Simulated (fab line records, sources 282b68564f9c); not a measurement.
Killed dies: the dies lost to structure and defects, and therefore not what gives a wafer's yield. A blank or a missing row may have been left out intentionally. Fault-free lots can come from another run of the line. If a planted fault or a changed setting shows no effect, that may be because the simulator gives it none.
Lot-split experiment -- flow rit cmos -- 23 wafers read from 5 lots, route of 202 steps

## THE SPLIT ITSELF
At RIT_GATE_DEVELOP_15 (develop time 50 s), the setting develop time s was moved away from the recipe's 50 s on 8 of the 23 wafers read, by -13.9% to +14.3%. This setting was run at the recipe's value on the other wafers.

## FROM THE SPLIT TO THE READING: what the file shows between them, 9 steps
- RIT_GATE_HARDBAKE_18: time 60 s
- RIT_GATE_ETCH_19: etches poly-Si in SF6/CHF3/O2, stops on SiO2, time 171.6 s, target depth 312.5 nm
- RIT_PLDD_IMPLANT_08 (also split here: energy kev)
- RIT_SPACER_ETCHBACK_05: etches Si3N4 in SF6/CHF3, stops on SiO2, target depth 250 nm, time 240 s (also split here: time s)
- RIT_PSD_COAT_01: resist thk 1000 nm (also split here: spin rpm)
- RIT_PSD_SOFTBAKE_02: time 60 s
- RIT_PSD_EXPOSE_03: exposes mask M10, target cd 40900 nm
- RIT_PSD_DEVELOP_05: develop time 50 s
- RIT_PSD_HARDBAKE_07: time 60 s

## THE READING
etest.nmos_0p3.r on ohm um (the simulator's own value, which no gauge read), at RIT_M1_PROBE_99. The file gives no usual value for it. Across the 15 wafers here that went through the recipe, the average is 2164 and the standard deviation 72.

wafer,"tool, chamber at the split","develop time s as run, s",against the recipe,etest.nmos_0p3.r on ohm um,against lot-mates on the recipe
L075.1,"litho track-03, 0",50,recipe,2093,-
L075.2,"litho track-03, 0",57.16,+14.3%,1984,-166
L075.3,"litho track-03, 0",50,recipe,2142,-
L075.4,"litho track-03, 0",57.16,+14.3%,1977,-173
L075.5,"litho track-03, 0",50,recipe,2214,-
L076.1,"litho track-04, 0",50,recipe,2015,-
L076.2,"litho track-04, 0",43.06,-13.9%,2242,+232
L076.3,"litho track-04, 0",43.06,-13.9%,2191,+182
L076.4,"litho track-04, 0",43.06,-13.9%,2184,+174
L076.6,"litho track-04, 0",50,recipe,2004,-
L078.1,"litho track-04, 0",47.07,-5.9%,2317,+130
L078.2,"litho track-04, 0",50,recipe,2205,-
L078.3,"litho track-04, 0",47.07,-5.9%,2219,+32
L078.4,"litho track-04, 0",50,recipe,2170,-
L078.6,"litho track-04, 0",47.07,-5.9%,2308,+120
L079.1,"litho track-04, 0",50,recipe,2204,-
L079.2,"litho track-04, 0",50,recipe,2176,-
L079.3,"litho track-04, 0",50,recipe,2244,-
L079.4,"litho track-04, 0",50,recipe,2205,-
L079.6,"litho track-04, 0",50,recipe,2261,-
L082.1,"litho track-02, 0",50,recipe,2161,-
L082.2,"litho track-02, 0",50,recipe,2207,-
L082.3,"litho track-02, 0",50,recipe,2166,-

FIT RESULTS
A straight line over all 23 wafers: etest.nmos_0p3.r on ohm um changes by -8.47 for each +1% of develop time s; r = -0.61; the points scatter about the line by 77.
The same after taking each lot's own level away (the mean of its wafers on the recipe; 23 wafers): -13.3 for each +1%; r = -0.94; scatter 33.
According to that fit, moving develop time s by its largest amount changes the reading by 1.9e+02.
From 2009.5 to 2218.0: that is the span of the lots' own levels, equal to 2.9 times the standard deviation above.
So the lot-to-lot level blurs the effect unless lot-mates are compared.
Check: with one of the wafers moved furthest among these (+14.3%) left out of the fit, the line predicts -192 for it against its lot-mates. It came out at -166 against them.

## OTHER SPLITS APPLIED TO THESE WAFERS
Other splits were also applied to these wafers ahead of the reading. Each is held against what the fit with the lots' levels taken away leaves over:
other split on the same wafers,wafers away from the commonest value,r with etest.nmos_0p3.r on ohm um (lot level and that fit taken away)
RIT_ACTIVE_OXIDATION_01 ox time s,18,+0.05
RIT_ACTIVE_COAT_06 spin rpm,4,-0.09
RIT_NWELL_SOFTBAKE_02 temp c,7,-0.11
RIT_PRETRO_COAT_01 spin rpm,11,+0.13
RIT_GATE_OXIDATION_05 ox time s,10,-0.06
RIT_GATE_COAT_11 resist thk nm,11,+0.43
RIT_PLDD_IMPLANT_08 energy kev,5,-0.01
RIT_SPACER_ETCHBACK_05 time s,8,+0.28
RIT_PSD_COAT_01 spin rpm,11,-0.08

## THE WHOLE CHAIN: every reading that the file lists as answering this split, in the file's order
step,what it does,reading,change (the file's fit),r (the file's)
RIT_GATE_ETCH_19,"etches poly-Si in SF6/CHF3/O2, stops on SiO2, time 171.6 s, target depth 312.5 nm","GATE.cd nm (the simulator's own value, which no gauge read)",-1.34 nm for each +1% of the setting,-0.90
RIT_M1_PROBE_99,,"etest.pmos turned.r on ohm um (the simulator's own value, which no gauge read)",-39.6 for each +1% of the setting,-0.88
RIT_M1_PROBE_99,,"etest.pmos_0p15.r on ohm um (the simulator's own value, which no gauge read)",-39.4 for each +1% of the setting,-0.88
RIT_M1_PROBE_99,,"etest.pmos_0p3.r on ohm um (the simulator's own value, which no gauge read)",-38.3 for each +1% of the setting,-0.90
RIT_M1_PROBE_99,,"etest.nmos_0p3.r on ohm um (the simulator's own value, which no gauge read)",-13.2 for each +1% of the setting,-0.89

## FILE'S OWN FIT
etest.nmos_0p3.r on ohm um changes by -13.2 for each +1% of develop time s, r = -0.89.
